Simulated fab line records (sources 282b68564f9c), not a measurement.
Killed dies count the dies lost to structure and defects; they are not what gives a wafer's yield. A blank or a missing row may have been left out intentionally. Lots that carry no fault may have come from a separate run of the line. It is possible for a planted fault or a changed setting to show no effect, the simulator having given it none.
Struck lot and sound lot, side by side | flow rit cmos | 21 steps out of a route of 202
Sound: these wafers, L766.3, L766.5, L766.6. Wafers struck: L775.1, L775.3, L775.5. The cause is given at the end.
Order at every step that has rows: each side's tool, ch and its chambers, its first start. Under that, the readings that differ: sound wafers | struck wafers | difference of the means | sigmas: that difference in standard deviations of wafers without a fault.
alike: same words and numbers on both sides, and readings whose means sit less than 2 such deviations apart. not compared: any withheld reading, any reading some wafer has no value for, any bound like >300 that may hide the same value, and any number with overlapping values for which the record gives no deviation.
Wherever a step has rows on one side only, a row that says differs or no value, or a row with sigmas, the two part there. When numbers do not overlap yet have no deviation, they are printed without sigmas and do not part them. A reading missing from all wafers of one side parts the sides only when that side holds two or more wafers.

first, 2 steps without rows for these wafers: RIT_NSD_HARDBAKE_07 (time 60 s); RIT_NSD_IMPLANT_08.
RIT_NSD_STRIP_09: strips in O2, time 180 s.
  sound on plasma asher-01 ch 0,1, day 3 16:02; struck on plasma asher-03 ch 0,1, day 5 13:22
  alike: drypump motor current A
  not compared: rf hours counter h
RIT_NSD_TW_MEAS_10:
  sound on film metro-04, day 3 16:11; struck on film metro-02, day 5 13:33
  alike: NSD_TW
then, 6 steps without rows for these wafers: RIT_PSD_HMDS_00 (prime time 60 s); RIT_PSD_COAT_01 (resist thk 1000 nm); RIT_PSD_SOFTBAKE_02 (time 60 s); RIT_PSD_EXPOSE_03 (exposes mask M10, target cd 40900 nm); RIT_PSD_PEB_04; RIT_PSD_DEVELOP_05 (develop time 50 s).
RIT_PSD_OVL_MEAS_06:
  sound on overlay-01, day 3 17:40; struck on overlay-02, day 5 14:35
  alike: PSD_OVL
then, 1 step without rows for these wafers: RIT_PSD_HARDBAKE_07 (time 60 s).
RIT_PSD_IMPLANT_08:
  sound on implanter-03 ch 0, day 3 17:59; struck on implanter-03 ch 0, day 5 14:50
  reading                          | sound                         | struck                        | difference | sigmas
  beam on s (s)                    | 13.0 13.1 13.3                | 24.7 24.8 25.4                | +11.8      | +24
  dose ions cm2                    | 5.001e+15 5.001e+15 5.006e+15 | 9.503e+15 9.513e+15 9.502e+15 | +4.503e+15 | +99 or more
  end station pressure torr (Torr) | 1.38e-05 1.5e-05 1.39e-05     | 1.21e-05 1.21e-05 1.17e-05    | -2.27e-06  | -3
RIT_PSD_STRIP_09: strips in O2, time 180 s.
  sound on plasma asher-02 ch 0,1, day 3 18:08; struck on plasma asher-02 ch 0,1, day 5 14:59
  alike: drypump motor current A
  not compared: rf hours counter h
RIT_PSD_TW_MEAS_10:
  sound on film metro-02, day 3 18:17; struck on film metro-02, day 5 15:23
  reading | sound          | struck         | difference | sigmas
  PSD_TW  | 3433 3450 3440 | 3599 3620 3629 | +175       | +9
  not compared: hold
then, 2 steps without rows for these wafers: RIT_SDANNEAL_CLEAN_01 (cleans in dHF, time 30 s); RIT_SDANNEAL_CLEAN_02 (cleans in SC2, time 600 s).
RIT_SDANNEAL_RTA_03: time 5 s.
  sound on rtp anneal-01 ch 0, day 3 18:52; struck on rtp anneal-02 ch 0, day 5 20:52
  alike: ramp down c per s, wafer_temp_C_max
RIT_SDANNEAL_RS_MEAS_04: uses a four-point probe to measure.
  sound on film metro-02, day 3 18:56; struck on film metro-04, day 5 21:13
  reading         | sound             | struck            | difference | sigmas
  PSD_RS (ohm/sq) | 115.7 115.2 115.2 | 107.9 108.1 108.3 | -7.3       | -21
  not compared: hold
RIT_SDANNEAL_RS_MEAS_05: uses a four-point probe to measure.
  sound on film metro-02, day 3 19:04; struck on film metro-04, day 6 01:34
  reading | sound | struck                                                                     | difference                   | sigmas
  hold    | - - - | await dispo/4.2h/release await dispo/4.2h/release await dispo/4.2h/release | no value on the sound wafers |
  alike: NSD_RS
RIT_M1_PROBE_99:
  rows exist in the record for the struck wafers here (prober-01, day 6 08:41), but not for the sound ones

## WHERE THEY PART
First at RIT_PSD_IMPLANT_08; last, within this record, at RIT_M1_PROBE_99.

WHY: the cause the simulator had injected
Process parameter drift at RIT_PSD_IMPLANT_08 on implanter-03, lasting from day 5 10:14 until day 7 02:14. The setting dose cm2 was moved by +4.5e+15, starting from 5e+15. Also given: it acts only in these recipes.
